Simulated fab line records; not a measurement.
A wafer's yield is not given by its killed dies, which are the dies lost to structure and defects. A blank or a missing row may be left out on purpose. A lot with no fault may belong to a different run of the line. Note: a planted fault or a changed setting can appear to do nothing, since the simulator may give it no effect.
Split-lot study | flow berkeley cmos170 | on a route of 331 steps: 5 lots, 23 wafers read

THE SPLIT ITSELF
At UCB170_ZERO_COAT_01 (resist thk 900 nm), the setting resist thk nm was moved away from the recipe's 900 nm on 8 of the 23 wafers read, by -4.1% to +4.4%. This setting was run at the recipe's value on the other wafers.

Reading taken at the split's own step.

THE READING
KrF_of_ZERO_COAT_01.thk nm (the simulator's own value, which no gauge read), in nm, at UCB170_ZERO_COAT_01 (resist thk 900 nm). The file does not state a usual value for it. Here, 15 wafers ran the recipe; their average is 901.2 nm with a standard deviation of 1.6 nm.

wafer  | tool, chamber at the split | resist thk nm as run, nm | against the recipe | KrF_of_ZERO_COAT_01.thk nm, nm | against lot-mates on the recipe
L074.1 | litho track-03, 0          | 900                      | recipe             | 900.2                          | -
L074.2 | litho track-03, 0          | 900                      | recipe             | 900.6                          | -
L074.4 | litho track-03, 0          | 900                      | recipe             | 901.5                          | -
L074.5 | litho track-03, 0          | 900                      | recipe             | 899.5                          | -
L074.6 | litho track-03, 0          | 900                      | recipe             | 898.8                          | -
L077.2 | litho track-04, 0          | 867.5                    | -3.6%              | 869.9                          | -32.9
L077.3 | litho track-04, 0          | 900                      | recipe             | 902.9                          | -
L077.4 | litho track-04, 0          | 900                      | recipe             | 901.7                          | -
L077.5 | litho track-04, 0          | 900                      | recipe             | 903.8                          | -
L077.6 | litho track-04, 0          | 867.5                    | -3.6%              | 867.7                          | -35.1
L080.1 | litho track-01, 0          | 862.9                    | -4.1%              | 861.5                          | -39.7
L080.2 | litho track-01, 0          | 900                      | recipe             | 900.1                          | -
L080.3 | litho track-01, 0          | 862.9                    | -4.1%              | 863.4                          | -37.8
L080.5 | litho track-01, 0          | 900                      | recipe             | 902.3                          | -
L080.6 | litho track-01, 0          | 862.9                    | -4.1%              | 865                            | -36.2
L081.1 | litho track-01, 0          | 939.9                    | +4.4%              | 940.6                          | +41.3
L081.4 | litho track-01, 0          | 939.9                    | +4.4%              | 940.6                          | +41.3
L081.2 | litho track-01, 0          | 900                      | recipe             | 899.4                          | -
L081.5 | litho track-01, 0          | 939.9                    | +4.4%              | 936.7                          | +37.4
L081.6 | litho track-01, 0          | 900                      | recipe             | 899.3                          | -
L082.2 | litho track-03, 0          | 900                      | recipe             | 903.2                          | -
L082.4 | litho track-03, 0          | 900                      | recipe             | 901.6                          | -
L082.5 | litho track-03, 0          | 900                      | recipe             | 903.3                          | -

THE FIT
A straight line over all 23 wafers: KrF_of_ZERO_COAT_01.thk nm changes by +8.87 nm for each +1% of resist thk nm; r = +1.00; the points scatter about the line by 1.7 nm.
The same after taking each lot's own level away (the mean of its wafers on the recipe; 23 wafers): +9.15 nm for each +1%; r = +1.00; scatter 1.2 nm.
On that fit, the largest move of resist thk nm shifts the reading by 41 nm.
Across the lots, their own levels run from 899.35 to 902.80 nm, a range of 2.2 times the standard deviation given above.
Consequently the slope shifts little with the lot-to-lot level, the two slopes agreeing.
Check: +40.1 nm against its lot-mates is what the line predicts for one of the wafers moved furthest among these (+4.4%) when that wafer is left out of the fit. It came out at +41.3 nm against them.

THE WHOLE CHAIN: every reading that the file lists as answering this split, in the file's order
step                 | what it does      | reading                                                                     | change (the file's fit)              | r (the file's)
UCB170_ZERO_COAT_01  | resist thk 900 nm | KrF_of_ZERO_COAT_01.thk nm (the simulator's own value, which no gauge read) | +9.19 nm for each +1% of the setting | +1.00
UCB170_ZERO_STRIP_07 | strips in O2      | strip time to endpoint s                                                    | withheld for each +1% of the setting | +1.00

THE FILE'S OWN FIT
KrF_of_ZERO_COAT_01.thk nm changes by +9.19 nm for each +1% of resist thk nm, r = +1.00.
